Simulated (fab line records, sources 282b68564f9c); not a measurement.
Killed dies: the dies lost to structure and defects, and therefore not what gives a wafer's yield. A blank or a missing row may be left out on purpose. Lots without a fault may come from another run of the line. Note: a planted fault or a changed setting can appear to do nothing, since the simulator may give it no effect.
Lot-split experiment || flow rit_cmos || route with 202 steps; 5 lots, 23 wafers read

THE SPLIT
At RIT_PSD_COAT_01 (resist thk 1000 nm), the setting resist_thk_nm was moved away from the recipe's 1000 nm on 5 of the 23 wafers read, by -2.1% to +1.7%. For the rest of the wafers, this setting stayed at what the recipe calls for.

FROM THE SPLIT TO THE READING: what the file shows between them, 3 steps
- RIT_PSD_SOFTBAKE_02: time 60 s
- RIT_PSD_EXPOSE_03: exposes mask M10, target cd 40900 nm
- RIT_PSD_DEVELOP_05: develop time 50 s

THE READING
NOVOLAK_of_PSD_COAT_01.thk_nm (the simulator's own value, which no gauge read), in nm, at RIT_PSD_HARDBAKE_07 (time 60 s). The file gives no usual value for it. Across the 18 wafers here that went through the recipe, the average is 885.8 nm and the standard deviation 2.5 nm.

{"wafer": "L075.1", "tool, chamber at the split": "litho_track-04, 0", "resist_thk_nm as run, nm": 1000, "against the recipe": "recipe", "NOVOLAK_of_PSD_COAT_01.thk_nm, nm": 886.4, "against lot-mates on the recipe": "-"}
{"wafer": "L075.3", "tool, chamber at the split": "litho_track-04, 0", "resist_thk_nm as run, nm": 1017, "against the recipe": "+1.7%", "NOVOLAK_of_PSD_COAT_01.thk_nm, nm": 904.9, "against lot-mates on the recipe": "+16.6"}
{"wafer": "L075.4", "tool, chamber at the split": "litho_track-04, 0", "resist_thk_nm as run, nm": 1000, "against the recipe": "recipe", "NOVOLAK_of_PSD_COAT_01.thk_nm, nm": 888.5, "against lot-mates on the recipe": "-"}
{"wafer": "L075.5", "tool, chamber at the split": "litho_track-04, 0", "resist_thk_nm as run, nm": 1017, "against the recipe": "+1.7%", "NOVOLAK_of_PSD_COAT_01.thk_nm, nm": 902.1, "against lot-mates on the recipe": "+13.8"}
{"wafer": "L075.6", "tool, chamber at the split": "litho_track-04, 0", "resist_thk_nm as run, nm": 1000, "against the recipe": "recipe", "NOVOLAK_of_PSD_COAT_01.thk_nm, nm": 890.1, "against lot-mates on the recipe": "-"}
{"wafer": "L076.1", "tool, chamber at the split": "litho_track-02, 0", "resist_thk_nm as run, nm": 1000, "against the recipe": "recipe", "NOVOLAK_of_PSD_COAT_01.thk_nm, nm": 881.7, "against lot-mates on the recipe": "-"}
{"wafer": "L076.2", "tool, chamber at the split": "litho_track-02, 0", "resist_thk_nm as run, nm": 1000, "against the recipe": "recipe", "NOVOLAK_of_PSD_COAT_01.thk_nm, nm": 884, "against lot-mates on the recipe": "-"}
{"wafer": "L076.3", "tool, chamber at the split": "litho_track-02, 0", "resist_thk_nm as run, nm": 1000, "against the recipe": "recipe", "NOVOLAK_of_PSD_COAT_01.thk_nm, nm": 883.4, "against lot-mates on the recipe": "-"}
{"wafer": "L076.4", "tool, chamber at the split": "litho_track-02, 0", "resist_thk_nm as run, nm": 1000, "against the recipe": "recipe", "NOVOLAK_of_PSD_COAT_01.thk_nm, nm": 888.1, "against lot-mates on the recipe": "-"}
{"wafer": "L076.5", "tool, chamber at the split": "litho_track-02, 0", "resist_thk_nm as run, nm": 1000, "against the recipe": "recipe", "NOVOLAK_of_PSD_COAT_01.thk_nm, nm": 884.3, "against lot-mates on the recipe": "-"}
{"wafer": "L079.1", "tool, chamber at the split": "litho_track-01, 0", "resist_thk_nm as run, nm": 978.9, "against the recipe": "-2.1%", "NOVOLAK_of_PSD_COAT_01.thk_nm, nm": 864, "against lot-mates on the recipe": -20.0}
{"wafer": "L079.2", "tool, chamber at the split": "litho_track-01, 0", "resist_thk_nm as run, nm": 1000, "against the recipe": "recipe", "NOVOLAK_of_PSD_COAT_01.thk_nm, nm": 885.3, "against lot-mates on the recipe": "-"}
{"wafer": "L079.3", "tool, chamber at the split": "litho_track-01, 0", "resist_thk_nm as run, nm": 978.9, "against the recipe": "-2.1%", "NOVOLAK_of_PSD_COAT_01.thk_nm, nm": 863.4, "against lot-mates on the recipe": -20.6}
{"wafer": "L079.5", "tool, chamber at the split": "litho_track-01, 0", "resist_thk_nm as run, nm": 1000, "against the recipe": "recipe", "NOVOLAK_of_PSD_COAT_01.thk_nm, nm": 882.7, "against lot-mates on the recipe": "-"}
{"wafer": "L079.6", "tool, chamber at the split": "litho_track-01, 0", "resist_thk_nm as run, nm": 978.9, "against the recipe": "-2.1%", "NOVOLAK_of_PSD_COAT_01.thk_nm, nm": 862.1, "against lot-mates on the recipe": -21.9}
{"wafer": "L082.1", "tool, chamber at the split": "litho_track-04, 0", "resist_thk_nm as run, nm": 1000, "against the recipe": "recipe", "NOVOLAK_of_PSD_COAT_01.thk_nm, nm": 883, "against lot-mates on the recipe": "-"}
{"wafer": "L082.4", "tool, chamber at the split": "litho_track-04, 0", "resist_thk_nm as run, nm": 1000, "against the recipe": "recipe", "NOVOLAK_of_PSD_COAT_01.thk_nm, nm": 883, "against lot-mates on the recipe": "-"}
{"wafer": "L082.2", "tool, chamber at the split": "litho_track-04, 0", "resist_thk_nm as run, nm": 1000, "against the recipe": "recipe", "NOVOLAK_of_PSD_COAT_01.thk_nm, nm": 886.8, "against lot-mates on the recipe": "-"}
{"wafer": "L082.3", "tool, chamber at the split": "litho_track-04, 0", "resist_thk_nm as run, nm": 1000, "against the recipe": "recipe", "NOVOLAK_of_PSD_COAT_01.thk_nm, nm": 885.8, "against lot-mates on the recipe": "-"}
{"wafer": "L082.6", "tool, chamber at the split": "litho_track-04, 0", "resist_thk_nm as run, nm": 1000, "against the recipe": "recipe", "NOVOLAK_of_PSD_COAT_01.thk_nm, nm": 884.9, "against lot-mates on the recipe": "-"}
{"wafer": "L085.1", "tool, chamber at the split": "litho_track-02, 0", "resist_thk_nm as run, nm": 1000, "against the recipe": "recipe", "NOVOLAK_of_PSD_COAT_01.thk_nm, nm": 889.3, "against lot-mates on the recipe": "-"}
{"wafer": "L085.5", "tool, chamber at the split": "litho_track-02, 0", "resist_thk_nm as run, nm": 1000, "against the recipe": "recipe", "NOVOLAK_of_PSD_COAT_01.thk_nm, nm": 889, "against lot-mates on the recipe": "-"}
{"wafer": "L085.6", "tool, chamber at the split": "litho_track-02, 0", "resist_thk_nm as run, nm": 1000, "against the recipe": "recipe", "NOVOLAK_of_PSD_COAT_01.thk_nm, nm": 887.5, "against lot-mates on the recipe": "-"}

THE FIT
A straight line over all 23 wafers: NOVOLAK_of_PSD_COAT_01.thk_nm changes by +10.6 nm for each +1% of resist_thk_nm; r = +0.97; the points scatter about the line by 2.4 nm.
The same after taking each lot's own level away (the mean of its wafers on the recipe; 23 wafers): +9.56 nm for each +1%; r = +0.98; scatter 1.6 nm.
The reading moves by 20 nm for the largest change in resist_thk_nm, on that fit.
From 884.00 to 888.60 nm: that is the span of the lots' own levels, equal to 1.8 times the standard deviation above.
In other words, the slope is changed by the lot-to-lot level; the two fits disagree.
Check: with one of the wafers moved furthest among these (-2.1%) left out of the fit, the line predicts -20.5 nm for it against its lot-mates. It came out at -20 nm against them.

OTHER SPLITS ON THESE WAFERS
Before the reading, these wafers also passed through other splits. Each is held against what the fit with the lots' levels taken away leaves over:
{"other split on the same wafers": "RIT_SPACER_CVD_03 pressure_mtorr", "wafers away from the commonest value": 18, "r with NOVOLAK_of_PSD_COAT_01.thk_nm (lot level and that fit taken away)": -0.08}

THE WHOLE CHAIN: every reading that the file lists as answering this split, in the file's order
{"step": "RIT_PSD_COAT_01", "what it does": "resist thk 1000 nm", "reading": "NOVOLAK_of_PSD_COAT_01.thk_nm (the simulator's own value, which no gauge read)", "change (the file's fit)": "+10.8 nm for each +1% of the setting", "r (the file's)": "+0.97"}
{"step": "RIT_PSD_HARDBAKE_07", "what it does": "time 60 s", "reading": "NOVOLAK_of_PSD_COAT_01.thk_nm (the simulator's own value, which no gauge read)", "change (the file's fit)": "+9.49 nm for each +1% of the setting", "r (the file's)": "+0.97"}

THE FILE'S OWN FIT
NOVOLAK_of_PSD_COAT_01.thk_nm changes by +9.49 nm for each +1% of resist_thk_nm, r = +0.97.
